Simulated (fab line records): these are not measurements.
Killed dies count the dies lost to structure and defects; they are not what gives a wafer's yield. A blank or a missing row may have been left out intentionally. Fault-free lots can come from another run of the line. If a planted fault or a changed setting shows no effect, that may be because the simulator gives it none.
Which tool is to blame? ; flow rit cmos ; 42 wafers from 14 lots sampled at 3 of the route's 202 steps

## WHAT EACH GAUGE READ, for each wafer
RIT_SILICIDE_RS_MEAS_02: uses a four-point probe to measure.
lot;measured;on;SILICIDE_TI_RS (ohm/sq)
L730;day 3 02:30;film metro-03;46.8 47.3 47.0
L731;day 3 07:50;film metro-04;48.1 48.6 47.9
L732;day 3 12:32;film metro-02;48.2 48.3 48.6
L733;day 3 17:14;film metro-02;48.1 47.7 48.2
L735;day 4 03:54;film metro-04;48.5 48.6 48.4
L739;day 5 00:24;film metro-03;48.7 49.2 49.2
L740;day 5 05:22;film metro-03;48.4 48.9 49.4
L741;day 5 08:43;film metro-02;44.7 44.0 43.9
L743;day 5 23:17;film metro-04;44.6 44.8 44.8
L749;day 7 02:20;film metro-02;47.8 47.4 47.9
L750;day 7 10:40;film metro-02;47.2 47.0 47.6
L751;day 7 15:59;film metro-04;47.8 47.8 48.6
L752;day 7 18:11;film metro-04;48.8 48.8 48.7
L753;day 7 23:23;film metro-02;48.4 47.6 48.0

RIT_SILICIDE_THK_MEAS_03: measures by xrf.
lot;measured;on;SILICIDE_TI_THK (nm)
L730;day 3 02:36;film metro-03;30.4 30.1 30.2
L731;day 3 07:57;film metro-04;29.9 29.4 29.7
L732;day 3 12:38;film metro-02;29.6 29.5 29.4
L733;day 3 17:22;film metro-02;29.4 29.9 29.6
L735;day 4 04:01;film metro-04;29.3 29.2 29.2
L739;day 5 00:30;film metro-03;29.4 29.1 29.1
L740;day 5 05:29;film metro-03;29.5 29.3 29.0
L741;day 5 08:50;film metro-02;31.5 31.8 31.9
L743;day 5 23:23;film metro-04;31.6 31.5 31.5
L749;day 7 02:26;film metro-02;29.6 29.9 29.5
L750;day 7 10:45;film metro-02;29.7 29.9 29.7
L751;day 7 16:05;film metro-04;29.8 29.9 29.5
L752;day 7 18:18;film metro-04;29.4 29.4 29.5
L753;day 7 23:29;film metro-02;29.2 29.6 29.5

## WHAT TOOL EACH LOT RAN ON (gives the tool, then ch and the chambers of the sampled wafers, and finally the start)
lot;RIT_SILICIDE_SPUTTER_01
L730;pvd sputter-04, day 3 02:19
L731;pvd sputter-02, day 3 07:40
L732;pvd sputter-04, day 3 12:22
L733;pvd sputter-02, day 3 17:05
L735;pvd sputter-02, day 4 03:45
L739;pvd sputter-02, day 5 00:13
L740;pvd sputter-04, day 5 05:12
L741;pvd sputter-02, day 5 08:34
L743;pvd sputter-02, day 5 23:06
L749;pvd sputter-04, day 7 02:08
L750;pvd sputter-03, day 7 10:27
L751;pvd sputter-04, day 7 15:47
L752;pvd sputter-03, day 7 18:02
L753;pvd sputter-04, day 7 23:13
- RIT_SILICIDE_SPUTTER_01: material Ti, target thk 30 nm, time 240 s.

## AS READ BY THE TOOLS THEMSELVES (means over the sampled wafers that have a number; for cases with no such wafer, the mark the record gives instead)
RIT_SILICIDE_SPUTTER_01.
lot;tool;throttle valve pct (%)
L730;pvd sputter-04;28.0
L731;pvd sputter-02;30.6
L732;pvd sputter-04;28.8
L733;pvd sputter-02;30.4
L735;pvd sputter-02;30.3
L739;pvd sputter-02;30.5
L740;pvd sputter-04;29.1
L741;pvd sputter-02;30.7
L743;pvd sputter-02;30.6
L749;pvd sputter-04;29.0
L750;pvd sputter-03;29.0
L751;pvd sputter-04;28.0
L752;pvd sputter-03;30.0
L753;pvd sputter-04;28.2

## THE ANSWER, worked out from the rows above alone
Rule: the usual values come from the lots themselves. Put in order of their means at a reading, lots are off if they are a third of the lots or fewer, leave a main group of 4 or more, and stand apart from it by a gap of 3 or more times the standard deviation of the main group's means; of several such gaps the widest counts. A main group whose means are all the same, to the digits that the tables above print for the reading, isn't used. Also off: a lot with no number at a reading for which 4 or more lots have one. Any other lot the step has rows for is counted as sound. After the gauges, taken in route order, come the tools' own readings; for these a lot's mean is taken, as printed above. At the first step where some lot is off, the reading lying furthest off is the one used; lots without a number count as furthest.
Off: L741, L743, seen at RIT_SILICIDE_RS_MEAS_02 (SILICIDE_TI_RS). The main group has a mean of 48.2 ohm/sq with a standard deviation of 0.59.
A tool fits if, at a process step before that reading, it ran every lot that is off, and no sound lot after the first of them. Gauges at RIT_SILICIDE_RS_MEAS_02: tried the same way as those tools. One candidate fits, namely pvd sputter-02 at RIT_SILICIDE_SPUTTER_01. Its last sound lot is L739 (day 5 00:13), its first lot that is off L741 (day 5 08:34): a fault that began between those two fits.

## WHAT WAS PUT IN BY THE SIMULATOR
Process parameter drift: pvd sputter-02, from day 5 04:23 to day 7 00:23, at RIT_SILICIDE_SPUTTER_01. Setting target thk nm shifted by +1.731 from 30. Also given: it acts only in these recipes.
Struck lots among those shown: L741, L743. Same finding as the rule above.
